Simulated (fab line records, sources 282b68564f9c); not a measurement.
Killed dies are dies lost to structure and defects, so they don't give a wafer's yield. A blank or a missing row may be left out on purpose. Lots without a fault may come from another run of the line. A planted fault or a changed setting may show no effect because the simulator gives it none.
Which tool did it? | flow rit_cmos | 16 lots, 48 wafers sampled, at 2 steps of a route of 202

WHAT THE GAUGES READ, wafer by wafer
RIT_NLDD_OVL_MEAS_06. Usual: NLDD_OVL -0.8 nm, standard deviation 1.2.
lot  | measured    | on         | NLDD_OVL (nm)                             | flag
L431 | day 3 02:36 | overlay-02 | -0.2 -0.8 -1.9                            |
L433 | day 3 13:12 | overlay-02 | 0.2 -2.2 -0.6                             |
L434 | day 3 19:19 | overlay-02 | -0.6 -2.2 0.2                             |
L435 | day 3 23:01 | overlay-02 | 0.2 1.4 -0.6                              |
L436 | day 4 06:04 | overlay-02 | -1.8 -1.1 -0.5                            |
L439 | day 4 20:16 | overlay-01 | 2.7 -0.2 0.2                              |
L441 | day 5 03:48 | overlay-02 | -1.8 -1.7 -1.0                            |
L442 | day 5 07:37 | overlay-02 | -0.2 -0.3 -2.0                            |
L443 | day 5 12:01 | overlay-01 | -1.4 -0.2 -2.0                            |
L444 | day 5 20:14 | overlay-02 | -150.2 -151.3 -149.0 -151.7 -152.8 -150.6 | OFF
L445 | day 5 23:25 | overlay-01 | -2.1 -2.6 -1.4                            |
L446 | day 6 05:47 | overlay-01 | -150.1 -150.1 -151.1 -151.6 -151.5 -152.5 | OFF
L447 | day 6 08:14 | overlay-02 | -149.3 -151.4 -151.8 -152.0 -153.1 -154.2 | OFF
L448 | day 6 15:46 | overlay-02 | -152.0 -150.6 -149.5 -154.0 -152.1 -151.4 | OFF
L449 | day 6 20:42 | overlay-01 | -1.3 -1.0 0.0                             |
L453 | day 7 15:05 | overlay-02 | -2.3 -3.2 -2.2                            |

WHICH TOOL RAN EACH LOT (tool, then ch and the chambers of the sampled wafers, then the start)
lot  | RIT_NLDD_EXPOSE_03
L431 | iline_stepper-02 ch 0, day 3 02:12
L433 | iline_stepper-02 ch 0, day 3 12:48
L434 | iline_stepper-02 ch 0, day 3 18:55
L435 | iline_stepper-02 ch 0, day 3 22:37
L436 | iline_stepper-02 ch 0, day 4 05:40
L439 | iline_stepper-01 ch 0, day 4 19:53
L441 | iline_stepper-01 ch 0, day 5 03:24
L442 | iline_stepper-01 ch 0, day 5 07:04
L443 | iline_stepper-02 ch 0, day 5 11:37
L444 | iline_stepper-01 ch 0, day 5 19:52
L445 | iline_stepper-02 ch 0, day 5 23:03
L446 | iline_stepper-01 ch 0, day 6 05:25
L447 | iline_stepper-01 ch 0, day 6 07:50
L448 | iline_stepper-01 ch 0, day 6 15:22
L449 | iline_stepper-02 ch 0, day 6 20:18
L453 | iline_stepper-02 ch 0, day 7 14:37
- RIT_NLDD_EXPOSE_03: exposes mask M7, target cd 40700 nm.

WHAT THE TOOLS THEMSELVES READ (means of the sampled wafers that have a number; where no wafer has one, the mark that the record gives instead)
RIT_NLDD_EXPOSE_03. Usual: exposure_dose_mJ_cm2 250.01, standard deviation 0.23.
lot  | tool             | exposure_dose_mJ_cm2 | flag
L431 | iline_stepper-02 | 249.86               |
L433 | iline_stepper-02 | 250.18               |
L434 | iline_stepper-02 | 250.33               |
L435 | iline_stepper-02 | 250.09               |
L436 | iline_stepper-02 | 250.10               |
L439 | iline_stepper-01 | 249.88               |
L441 | iline_stepper-01 | 249.72               |
L442 | iline_stepper-01 | 249.94               |
L443 | iline_stepper-02 | 250.13               |
L444 | iline_stepper-01 | 250.24               |
L445 | iline_stepper-02 | 250.02               |
L446 | iline_stepper-01 | 250.11               |
L447 | iline_stepper-01 | 250.07               |
L448 | iline_stepper-01 | 249.74               |
L449 | iline_stepper-02 | 250.03               |
L453 | iline_stepper-02 | 249.93               |

THE ANSWER, worked out from the rows above alone
Rule: a lot is off if the mean of its wafers that have a number lies more than 3 standard deviations from the usual mean. A lot without any number at a reading at which 4 lots or more have one is off too. The other lots that the step has rows for count as sound. The gauges are gone through in route order, then the tools' own readings, and for those a lot's mean is taken as printed above. The first step at which some lot is off is used, and at that step the reading that is off furthest; a lot without a number counts as furthest.
Off: L444, L446, L447, L448, at RIT_NLDD_OVL_MEAS_06 (NLDD_OVL).
A tool fits if, at a process step before that reading, it ran every lot that is off, and no sound lot after the first of them. The gauges at RIT_NLDD_OVL_MEAS_06 are tried like those tools. One fits: iline_stepper-01 at RIT_NLDD_EXPOSE_03. Its last sound lot is L442 (day 5 07:04), its first lot that is off L444 (day 5 19:52): a fault that began between those two fits.

WHAT THE SIMULATOR HAD PUT IN
Scanner matching overlay: iline_stepper-01, from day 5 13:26 on, at RIT_NLDD_EXPOSE_03. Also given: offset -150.
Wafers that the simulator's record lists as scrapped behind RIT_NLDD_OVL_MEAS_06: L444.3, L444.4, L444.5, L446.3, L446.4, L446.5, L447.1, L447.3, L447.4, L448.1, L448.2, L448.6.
Lots struck among those shown: L444, L446, L447, L448. The rule above found the same.
